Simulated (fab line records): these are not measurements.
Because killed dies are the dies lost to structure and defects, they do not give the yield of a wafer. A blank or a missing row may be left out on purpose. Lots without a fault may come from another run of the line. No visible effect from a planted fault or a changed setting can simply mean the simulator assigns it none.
fab line records	flow berkeley_cmos170	part 1 of 2: steps 1 to 31 of 40
record lots=5	wafers=15	last_day=16
route steps=331 shown NVT@104 PVT@115 GATE@125 FIELD@126
lots that met no fault: from a run of the same line without faults
start_h: the number of hours between the record's first day and the start of the first shown wafer of the lot	wait_h: hours from the lot's prior step to this one	" the same as in the row above	L1.1+2: several wafers, shown together as one row	- no value, or no start was given	* or withheld: withheld	< > ~ a bound
route shown NAME@n: a module of which the file shows steps, and the number in the route of the first	usual: average and standard deviation across the fault-free wafers	same: alike in all rows	chamber/n: place in a boat	sites: each site's reading	_std_site: their standard deviation	_edge_site: mean of outer sites minus mean of inner sites	radius_mm: how far each site lies from the wafer's centre	mask NAME#n: copy n	behind: the most recent tool/chamber to have shaped the wafer	hold: what put the lot on hold/how long, in hours/how the hold closed	device: the n, p or np transistor that did not switch	end of line: at the end of the route, the tests of the same wafers	a step given without rows: its recipe and nothing more	killed: dies that structure and defects cost at the first sort, which is not the same as the wafer's yield	map: a wafer's dies, x killed, . not, _ none there
set.NAME: the setting as run; set.NAME@STEP: as run at that earlier step	model.NAME: the simulator's own value behind a step, which no gauge read
lots seen at some steps along the route; tables by step, rows by wafer
services: a tool's chamber out of use, with start hour (start_h, from the record's first day; less than 0 if before it), hours out, and reason
## steps
# step UCB170_NVT_HMDS_00
# recipe prime_time_s=60	prime_temp_c=100
lot.wafer	tool	chamber	start_h	wait_h
L076.2+4+6	litho_track-03	0	134.88	0.0
L086.1+5+6	litho_track-02	0	192.13	0.2
L084.3+4+5	litho_track-01	0	192.27	0.3
L088.1+3+5	litho_track-02	0	197.38	0.1
L095.2+4+5	litho_track-01	0	236.67	0.6
# step UCB170_NVT_COAT_01
# recipe resist=KrF	spin_rpm=1500	resist_thk_nm=900
# usual dispense_pressure_kPa=50/3
lot.wafer	tool	chamber	start_h	wait_h	dispense_pressure_kPa
L076.2	litho_track-03	0	135.03	0.1	54
L076.4	"	0	"	"	54
L076.6	"	0	"	"	54
L086.1	litho_track-02	0	192.28	0.1	47
L086.5	"	0	"	"	47
L086.6	"	0	"	"	47
L084.3	litho_track-01	0	192.42	0.1	51
L084.4	"	0	"	"	51
L084.5	"	0	"	"	51
L088.1	litho_track-02	0	197.53	0.1	47
L088.3	"	0	"	"	47
L088.5	"	0	"	"	47
L095.2	litho_track-01	0	236.82	0.1	51
L095.4	"	0	"	"	51
L095.5	"	0	"	"	51
# step UCB170_NVT_SOFTBAKE_02
# recipe resist=KrF	temp_c=130	time_s=60
# usual plate_temp_C=129.98/0.13
lot.wafer	tool	chamber	start_h	wait_h	plate_temp_C
L076.2	litho_track-03	0	135.18	0.1	130.30
L076.4	"	0	"	"	130.03
L076.6	"	0	"	"	130.10
L086.1	litho_track-02	0	192.43	0.1	129.99
L086.5	"	0	"	"	129.86
L086.6	"	0	"	"	129.80
L084.3	litho_track-01	0	192.57	0.1	129.81
L084.4	"	0	"	"	129.66
L084.5	"	0	"	"	130.00
L088.1	litho_track-02	0	197.68	0.1	129.77
L088.3	"	0	"	"	129.99
L088.5	"	0	"	"	130.21
L095.2	litho_track-01	0	236.97	0.1	130.19
L095.4	"	0	"	"	130.09
L095.5	"	0	"	"	130.06
# step UCB170_NVT_EXPOSE_03
# recipe mask_id=PWELL	target_cd_nm=3000	na=0.5	sigma_outer=0.6	source_shape=conventional	dose_mj=30
lot.wafer	tool	chamber	start_h	wait_h	mask
L076.2+4+6	krf_scanner-01	0	135.45	0.2	PWELL#0
L086.1+5+6	krf_scanner-02	0	192.70	0.2	PWELL#0
L084.3+4+5	krf_scanner-01	0	192.98	0.4	PWELL#0
L088.1+3+5	krf_scanner-01	0	197.95	0.2	PWELL#0
L095.2+4+5	krf_scanner-01	0	237.34	0.3	PWELL#0
# step UCB170_NVT_PEB_04
# recipe peb_temp_c=130	peb_time_s=withheld	resist=KrF
# usual plate_temp_C=130.02/0.13
lot.wafer	tool	chamber	start_h	wait_h	plate_temp_C
L076.2	litho_track-03	0	135.57	0.1	129.95
L076.4	"	0	"	"	129.95
L076.6	"	0	"	"	130.05
L086.1	litho_track-01	0	193.40	0.7	129.94
L086.5	"	0	"	"	129.88
L086.6	"	0	"	"	130.06
L084.3	litho_track-03	0	193.50	0.5	129.92
L084.4	"	0	"	"	129.86
L084.5	"	0	"	"	129.93
L088.1	litho_track-01	0	198.07	0.1	130.09
L088.3	"	0	"	"	130.05
L088.5	"	0	"	"	130.05
L095.2	litho_track-03	0	237.46	0.1	129.97
L095.4	"	0	"	"	130.13
L095.5	"	0	"	"	129.92
# step UCB170_NVT_DEVELOP_05
# recipe developer=TMAH	develop_time_s=45	resist=KrF	dev_temp_c=21
lot.wafer	tool	chamber	start_h	wait_h
L076.2+4+6	litho_track-03	0	-	-
L086.1+5+6	litho_track-01	0	-	-
L084.3+4+5	litho_track-03	0	-	-
L088.1+3+5	litho_track-01	0	-	-
L095.2+4+5	litho_track-03	0	-	-
# step UCB170_NVT_OVL_MEAS_06
# usual NVT_OVL=-3/5.2
lot.wafer	tool	chamber	start_h	wait_h	NVT_OVL[nm]
L076.2	overlay-02	-	135.83	-	-10
L076.4	"	-	"	"	-5
L076.6	"	-	"	"	-4
L086.1	overlay-01	-	193.67	-	-12
L086.5	"	-	"	"	-8
L086.6	"	-	"	"	-5
L084.3	overlay-01	-	193.74	-	-3
L084.4	"	-	"	"	-3
L084.5	"	-	"	"	0
L088.1	overlay-01	-	198.34	-	9
L088.3	"	-	"	"	-1
L088.5	"	-	"	"	2
L095.2	overlay-02	-	237.72	-	-2
L095.4	"	-	"	"	-5
L095.5	"	-	"	"	-1
# step UCB170_NVT_IMPLANT_07
# recipe species=BF2	dose_cm2=3.073e+12	energy_kev=50	tilt_deg=7
# usual beam_energy_keV=50.003/0.014
lot.wafer	tool	chamber	start_h	wait_h	beam_energy_keV
L076.2	implanter-04	0	135.88	0.0	49.976
L076.4	"	0	"	"	49.986
L076.6	"	0	"	"	50.008
L086.1	implanter-04	0	193.71	0.0	50.011
L086.5	"	0	"	"	50.007
L086.6	"	0	"	"	49.997
L084.3	implanter-03	0	193.81	0.1	50.003
L084.4	"	0	"	"	49.996
L084.5	"	0	"	"	49.996
L088.1	implanter-03	0	198.38	0.0	50.004
L088.3	"	0	"	"	49.992
L088.5	"	0	"	"	50.006
L095.2	implanter-02	0	237.77	0.0	49.998
L095.4	"	0	"	"	49.998
L095.5	"	0	"	"	49.989
# step UCB170_NVT_STRIP_08
# recipe chemistry=O2	power_w=400	pressure_mtorr=3500	platen_temp_c=withheld	o2_flow_sccm=400	overash_fraction=0.5
# usual drypump_motor_current_A=5.9/0.52	o2_flow_sccm=399.9/1.2	oes_product_au=0.735/0.0047	strip_time_to_endpoint_s=21.62/0.062
lot.wafer	tool	chamber	start_h	wait_h	drypump_motor_current_A	o2_flow_sccm	oes_product_au	rf_hours_counter_h	strip_time_to_endpoint_s
L076.2	plasma_asher-01	0	136.01	0.1	6.5	398.9	0.739	2	21.66
L076.4	"	1	"	"	6.1	399.3	0.736	-	21.71
L076.6	"	1	"	"	6.1	401.0	0.737	-	21.55
L086.1	plasma_asher-01	1	193.86	0.1	6.1	399.6	0.742	7	21.54
L086.5	"	0	"	"	6.5	399.8	0.734	-	21.57
L086.6	"	1	"	"	6.1	398.5	0.728	-	21.60
L084.3	plasma_asher-02	0	193.94	0.1	6.3	398.0	0.731	-	21.66
L084.4	"	1	"	"	5.1	399.1	0.739	-	21.62
L084.5	"	0	"	"	6.3	399.2	0.736	-	21.63
L088.1	plasma_asher-01	0	198.53	0.1	6.5	400.4	0.733	8	21.55
L088.3	"	1	"	"	6.1	401.6	0.740	-	21.60
L088.5	"	0	"	"	6.5	400.2	0.734	-	21.50
L095.2	plasma_asher-04	1	237.90	0.1	5.3	400.6	0.729	49	21.60
L095.4	"	0	"	"	6.1	399.5	0.730	-	21.59
L095.5	"	1	"	"	5.3	401.0	0.724	-	21.63
# step UCB170_NVT_TW_MEAS_09
# usual NVT_TW=525.0/2.6
lot.wafer	tool	chamber	start_h	wait_h	NVT_TW
L076.2	film_metro-03	-	136.12	0.1	528.3
L076.4	"	-	"	"	524.4
L076.6	"	-	"	"	527.5
L086.1	film_metro-02	-	193.96	0.1	524.5
L086.5	"	-	"	"	524.5
L086.6	"	-	"	"	520.8
L084.3	film_metro-03	-	194.03	0.1	526.5
L084.4	"	-	"	"	524.3
L084.5	"	-	"	"	525.4
L088.1	film_metro-03	-	198.63	0.1	527.9
L088.3	"	-	"	"	527.4
L088.5	"	-	"	"	526.9
L095.2	film_metro-02	-	238.01	0.1	527.6
L095.4	"	-	"	"	527.5
L095.5	"	-	"	"	524.9
# step UCB170_NVT_CLEAN_10
# recipe chemistry=SPM	temp_c=120	time_s=600
lot.wafer	tool	chamber	start_h	wait_h
L076.2+4+6	wet_bench-03	0	136.17	0.0
L084.3+4+5	wet_bench-01	0	194.17	0.1
L086.1+5+6	wet_bench-01	0	194.17	0.2
L088.1+3+5	wet_bench-04	0	200.11	1.5
L095.2+4+5	wet_bench-04	3	238.17	0.2
# step UCB170_PVT_HMDS_00
# recipe prime_time_s=60	prime_temp_c=100
lot.wafer	tool	chamber	start_h	wait_h
L076.2+4+6	litho_track-03	0	136.37	0.0
L086.1+5+6	litho_track-04	0	194.83	0.5
L084.3+4+5	litho_track-03	0	194.95	0.6
L088.1+3+5	litho_track-03	0	200.56	0.3
L095.2+4+5	litho_track-03	0	238.37	0.0
# step UCB170_PVT_COAT_01
# recipe resist=KrF	spin_rpm=1500	resist_thk_nm=900
# usual dispense_pressure_kPa=51/3.1
lot.wafer	tool	chamber	start_h	wait_h	dispense_pressure_kPa
L076.2	litho_track-03	0	136.52	0.1	54
L076.4	"	0	"	"	54
L076.6	"	0	"	"	54
L086.1	litho_track-04	0	194.98	0.1	52
L086.5	"	0	"	"	52
L086.6	"	0	"	"	52
L084.3	litho_track-03	0	195.10	0.1	54
L084.4	"	0	"	"	54
L084.5	"	0	"	"	54
L088.1	litho_track-03	0	200.71	0.1	54
L088.3	"	0	"	"	54
L088.5	"	0	"	"	54
L095.2	litho_track-03	0	238.52	0.1	54
L095.4	"	0	"	"	54
L095.5	"	0	"	"	54
# step UCB170_PVT_SOFTBAKE_02
# recipe resist=KrF	temp_c=130	time_s=60
# usual plate_temp_C=129.99/0.15
lot.wafer	tool	chamber	start_h	wait_h	plate_temp_C
L076.2	litho_track-03	0	136.67	0.1	129.92
L076.4	"	0	"	"	129.98
L076.6	"	0	"	"	129.97
L086.1	litho_track-04	0	195.13	0.1	130.20
L086.5	"	0	"	"	130.20
L086.6	"	0	"	"	130.23
L084.3	litho_track-03	0	195.25	0.1	129.65
L084.4	"	0	"	"	129.96
L084.5	"	0	"	"	129.97
L088.1	litho_track-03	0	200.86	0.1	130.17
L088.3	"	0	"	"	130.13
L088.5	"	0	"	"	130.17
L095.2	litho_track-03	0	238.67	0.1	129.94
L095.4	"	0	"	"	130.13
L095.5	"	0	"	"	129.87
# step UCB170_PVT_EXPOSE_03
# recipe mask_id=NWELL	target_cd_nm=3000	na=0.5	sigma_outer=0.6	source_shape=conventional	dose_mj=30
lot.wafer	tool	chamber	start_h	wait_h	mask
L076.2+4+6	krf_scanner-01	0	136.94	0.2	NWELL#0
L086.1+5+6	krf_scanner-02	0	195.41	0.2	NWELL#0
L084.3+4+5	krf_scanner-01	0	195.76	0.5	NWELL#0
L088.1+3+5	krf_scanner-02	0	201.01	0.1	NWELL#0
L095.2+4+5	krf_scanner-01	0	238.94	0.2	NWELL#0
# step UCB170_PVT_PEB_04
# recipe peb_temp_c=130	peb_time_s=withheld	resist=KrF
# usual plate_temp_C=129.97/0.13
lot.wafer	tool	chamber	start_h	wait_h	plate_temp_C
L076.2	litho_track-04	0	137.06	0.1	130.03
L076.4	"	0	"	"	129.90
L076.6	"	0	"	"	129.98
L086.1	litho_track-03	0	195.62	0.2	130.20
L086.5	"	0	"	"	130.13
L086.6	"	0	"	"	129.88
L084.3	litho_track-03	0	196.40	0.6	129.85
L084.4	"	0	"	"	129.82
L084.5	"	0	"	"	129.91
L088.1	litho_track-02	0	201.13	0.1	129.75
L088.3	"	0	"	"	130.08
L088.5	"	0	"	"	130.14
L095.2	litho_track-04	0	239.06	0.1	129.79
L095.4	"	0	"	"	129.92
L095.5	"	0	"	"	130.01
# step UCB170_PVT_DEVELOP_05
# recipe developer=TMAH	develop_time_s=45	resist=KrF	dev_temp_c=21
lot.wafer	tool	chamber	start_h	wait_h
L076.2+4+6	litho_track-04	0	-	-
L086.1+5+6	litho_track-03	0	-	-
L084.3+4+5	litho_track-03	0	-	-
L088.1+3+5	litho_track-02	0	-	-
L095.2+4+5	litho_track-04	0	-	-
# step UCB170_PVT_OVL_MEAS_06
# usual PVT_OVL=-5/5.3
lot.wafer	tool	chamber	start_h	wait_h	PVT_OVL[nm]
L076.2	overlay-01	-	137.32	-	-6
L076.4	"	-	"	"	5
L076.6	"	-	"	"	-9
L086.1	overlay-01	-	195.91	-	-7
L086.5	"	-	"	"	-6
L086.6	"	-	"	"	-6
L084.3	overlay-01	-	196.64	-	7
L084.4	"	-	"	"	2
L084.5	"	-	"	"	5
L088.1	overlay-01	-	201.44	-	-8
L088.3	"	-	"	"	-5
L088.5	"	-	"	"	-9
L095.2	overlay-02	-	239.32	-	3
L095.4	"	-	"	"	3
L095.5	"	-	"	"	2
# step UCB170_PVT_IMPLANT_07
# recipe species=P	dose_cm2=2e+12	energy_kev=30	tilt_deg=7
# usual beam_energy_keV=29.999/0.0098
lot.wafer	tool	chamber	start_h	wait_h	beam_energy_keV
L076.2	implanter-01	0	137.37	0.0	29.999
L076.4	"	0	"	"	30.006
L076.6	"	0	"	"	29.991
L086.1	implanter-03	0	195.94	0.0	29.996
L086.5	"	0	"	"	29.990
L086.6	"	0	"	"	30.003
L084.3	implanter-02	0	196.72	0.1	30.001
L084.4	"	0	"	"	30.001
L084.5	"	0	"	"	29.998
L088.1	implanter-01	0	201.48	0.0	30.015
L088.3	"	0	"	"	30.001
L088.5	"	0	"	"	30.001
L095.2	implanter-01	0	239.38	0.0	30.010
L095.4	"	0	"	"	30.008
L095.5	"	0	"	"	30.011
# step UCB170_PVT_STRIP_08
# recipe chemistry=O2	power_w=400	pressure_mtorr=3500	platen_temp_c=withheld	o2_flow_sccm=400	overash_fraction=0.5
# usual drypump_motor_current_A=5.9/0.48	o2_flow_sccm=400.3/1.1	oes_product_au=0.734/0.0049	strip_time_to_endpoint_s=21.62/0.055
lot.wafer	tool	chamber	start_h	wait_h	drypump_motor_current_A	o2_flow_sccm	oes_product_au	rf_hours_counter_h	strip_time_to_endpoint_s
L076.2	plasma_asher-01	1	137.50	0.1	6.1	399.0	0.731	2	21.68
L076.4	"	1	"	"	6.1	397.9	0.741	-	21.63
L076.6	"	1	"	"	6.1	399.8	0.730	-	21.59
L086.1	plasma_asher-02	0	196.09	0.1	6.3	400.0	0.733	50	21.56
L086.5	"	1	"	"	5.0	400.9	0.732	-	21.58
L086.6	"	0	"	"	6.3	399.3	0.743	-	21.57
L084.3	plasma_asher-01	1	196.85	0.1	6.1	398.8	0.729	-	21.60
L084.4	"	0	"	"	6.5	400.3	0.733	-	21.60
L084.5	"	0	"	"	6.5	399.4	0.722	-	21.56
L088.1	plasma_asher-01	0	201.63	0.1	6.5	400.3	0.732	8	21.61
L088.3	"	1	"	"	6.1	399.4	0.732	-	21.61
L088.5	"	0	"	"	6.5	400.5	0.735	-	21.64
L095.2	plasma_asher-01	1	239.50	0.1	6.1	401.6	0.737	13	21.58
L095.4	"	1	"	"	6.1	400.3	0.742	-	21.72
L095.5	"	1	"	"	6.1	401.0	0.730	-	21.67
# step UCB170_PVT_TW_MEAS_09
# usual PVT_TW=508/4
lot.wafer	tool	chamber	start_h	wait_h	PVT_TW
L076.2	film_metro-01	-	137.61	0.1	507
L076.4	"	-	"	"	507
L076.6	"	-	"	"	508
L086.1	film_metro-03	-	196.19	0.1	507
L086.5	"	-	"	"	505
L086.6	"	-	"	"	504
L084.3	film_metro-03	-	196.94	0.1	503
L084.4	"	-	"	"	504
L084.5	"	-	"	"	502
L088.1	film_metro-01	-	201.73	0.1	502
L088.3	"	-	"	"	502
L088.5	"	-	"	"	505
L095.2	film_metro-03	-	239.61	0.1	510
L095.4	"	-	"	"	509
L095.5	"	-	"	"	507
# step UCB170_GATE_WET_ETCH_00
# recipe chemistry=dHF	dilution=25:1	target=SiO2	temp_c=25	time_s=200
lot.wafer	tool	chamber	start_h	wait_h
L076.2+4+6	wet_bench-03	1	137.66	0.0
L086.1+5+6	wet_bench-02	3	196.26	0.1
L084.3+4+5	wet_bench-02	3	196.98	0.0
L088.1+3+5	wet_bench-01	3	203.15	1.4
L095.2+4+5	wet_bench-03	0	239.66	0.0
# step UCB170_FIELD_THK_MEAS_91
# recipe reads=SiO2_of_FIELD_OXIDATION_01
# usual FIELD_OXIDE_LEFT_2_THK=348/12
lot.wafer	tool	chamber	start_h	wait_h	FIELD_OXIDE_LEFT_2_THK[nm]
L076.2	film_metro-03	-	137.73	0.0	331
L076.4	"	-	"	"	334
L076.6	"	-	"	"	330
L086.1	film_metro-04	-	196.33	0.0	354
L086.5	"	-	"	"	349
L086.6	"	-	"	"	364
L084.3	film_metro-03	-	197.12	0.1	347
L084.4	"	-	"	"	351
L084.5	"	-	"	"	348
L088.1	film_metro-01	-	203.22	0.0	328
L088.3	"	-	"	"	334
L088.5	"	-	"	"	337
L095.2	film_metro-04	-	239.74	0.0	353
L095.4	"	-	"	"	359
L095.5	"	-	"	"	358
# step UCB170_GATE_OXIDATION_01
# recipe temp_c=850	ambient=O2	target_thk_a=66	ox_time_s=1841
lot.wafer	tool	chamber	start_h	wait_h
L076.2+4+6	furnace-04	0	145.14	7.4
L084.3+4+5	furnace-02	0	199.71	2.6
L086.1+5+6	furnace-02	0	199.71	3.4
L088.1+3+5	furnace-02	0	209.24	6.0
L095.2+4+5	furnace-04	0	243.48	3.7
# step UCB170_GATE_THK_MEAS_02
# recipe reads=SiO2_of_GATE_OXIDATION_01
# usual GATE_OXIDE_THK=6.67/0.14
lot.wafer	tool	chamber	start_h	wait_h	GATE_OXIDE_THK[nm]
L076.2	film_metro-04	-	146.65	0.0	7.10
L076.4	"	-	"	"	7.25
L076.6	"	-	"	"	7.15
L086.1	film_metro-02	-	201.21	0.0	6.67
L086.5	"	-	"	"	6.75
L086.6	"	-	"	"	6.69
L084.3	film_metro-04	-	201.23	0.0	6.71
L084.4	"	-	"	"	6.66
L084.5	"	-	"	"	6.64
L088.1	film_metro-03	-	210.74	0.0	6.52
L088.3	"	-	"	"	6.48
L088.5	"	-	"	"	6.44
L095.2	film_metro-03	-	245.05	0.1	6.56
L095.4	"	-	"	"	6.55
L095.5	"	-	"	"	6.50
# step UCB170_GATE_ANNEAL_03
# recipe temp_c=900	time_s=1800	ambient=N2
lot.wafer	tool	chamber	start_h	wait_h
L076.2+4+6	furnace-01	0	151.74	5.1
L084.3+4+5	furnace-01	0	202.39	1.2
L086.1+5+6	furnace-01	0	202.39	1.2
L088.1+3+5	furnace-04	0	215.70	4.9
L095.2+4+5	furnace-02	0	248.52	3.5
# step UCB170_GATE_CVD_04
# recipe material=poly-Si	temp_c=610	precursor=SiH4	time_s=1440	pressure_mtorr=375	target_thk_nm=214	sih4_flow_sccm=120
lot.wafer	tool	chamber	start_h	wait_h
L076.2+4+6	lpcvd-02	1	153.24	0.0
L084.3+4+5	lpcvd-02	1	203.89	0.0
L086.1+5+6	lpcvd-02	1	203.89	0.0
L088.1+3+5	lpcvd-02	0	217.20	0.0
L095.2+4+5	lpcvd-01	1	250.02	0.0
# step UCB170_GATE_THK_MEAS_05
# recipe reads=poly-Si_of_GATE_CVD_04
# usual GATE_POLY_THK=214.8/2.1
lot.wafer	tool	chamber	start_h	wait_h	GATE_POLY_THK[nm]
L076.2	film_metro-02	-	154.65	0.0	213.5
L076.4	"	-	"	"	211.5
L076.6	"	-	"	"	213.9
L086.1	film_metro-04	-	205.29	0.0	212.3
L086.5	"	-	"	"	210.1
L086.6	"	-	"	"	211.1
L084.3	film_metro-03	-	205.31	0.0	212.3
L084.4	"	-	"	"	210.6
L084.5	"	-	"	"	211.8
L088.1	film_metro-02	-	218.60	0.0	215.3
L088.3	"	-	"	"	213.8
L088.5	"	-	"	"	214.2
L095.2	film_metro-03	-	251.46	0.0	218.0
L095.4	"	-	"	"	217.2
L095.5	"	-	"	"	218.7
# step UCB170_GATE_COAT_06
# recipe resist=BARC	temp_c=withheld	time_s=withheld	spin_rpm=3000	resist_thk_nm=withheld
# usual dispense_pressure_kPa=52.2/1.1
lot.wafer	tool	chamber	start_h	wait_h	dispense_pressure_kPa
L076.2	litho_track-01	0	155.45	0.8	51.1
L076.4	"	0	"	"	51.1
L076.6	"	0	"	"	51.1
L084.3	litho_track-03	0	205.54	0.2	53.8
L084.4	"	0	"	"	53.8
L084.5	"	0	"	"	53.8
L086.1	litho_track-04	0	205.59	0.3	52.0
L086.5	"	0	"	"	52.0
L086.6	"	0	"	"	52.0
L088.1	litho_track-01	0	219.04	0.4	51.1
L088.3	"	0	"	"	51.1
L088.5	"	0	"	"	51.1
L095.2	litho_track-01	0	252.23	0.8	51.1
L095.4	"	0	"	"	51.1
L095.5	"	0	"	"	51.1
# step UCB170_GATE_COAT_07
# recipe resist=KrF	spin_rpm=1500	resist_thk_nm=900
# usual dispense_pressure_kPa=52.1/1.1
lot.wafer	tool	chamber	start_h	wait_h	dispense_pressure_kPa
L076.2	litho_track-01	0	-	-	51.0
L076.4	"	0	"	"	51.0
L076.6	"	0	"	"	51.0
L084.3	litho_track-03	0	-	-	53.7
L084.4	"	0	"	"	53.7
L084.5	"	0	"	"	53.7
L086.1	litho_track-04	0	-	-	51.9
L086.5	"	0	"	"	51.9
L086.6	"	0	"	"	51.9
L088.1	litho_track-01	0	-	-	51.0
L088.3	"	0	"	"	51.0
L088.5	"	0	"	"	51.0
L095.2	litho_track-01	0	-	-	51.0
L095.4	"	0	"	"	51.1
L095.5	"	0	"	"	51.0
# step UCB170_GATE_SOFTBAKE_08
# recipe resist=KrF	temp_c=130	time_s=60
# usual plate_temp_C=130.02/0.16
lot.wafer	tool	chamber	start_h	wait_h	plate_temp_C
L076.2	litho_track-01	0	-	-	129.82
L076.4	"	0	"	"	129.88
L076.6	"	0	"	"	129.78
L084.3	litho_track-03	0	-	-	130.11
L084.4	"	0	"	"	129.99
L084.5	"	0	"	"	130.02
L086.1	litho_track-04	0	-	-	130.17
L086.5	"	0	"	"	130.03
L086.6	"	0	"	"	130.03
L088.1	litho_track-01	0	-	-	130.06
L088.3	"	0	"	"	130.06
L088.5	"	0	"	"	129.93
L095.2	litho_track-01	0	-	-	130.01
L095.4	"	0	"	"	129.95
L095.5	"	0	"	"	129.87
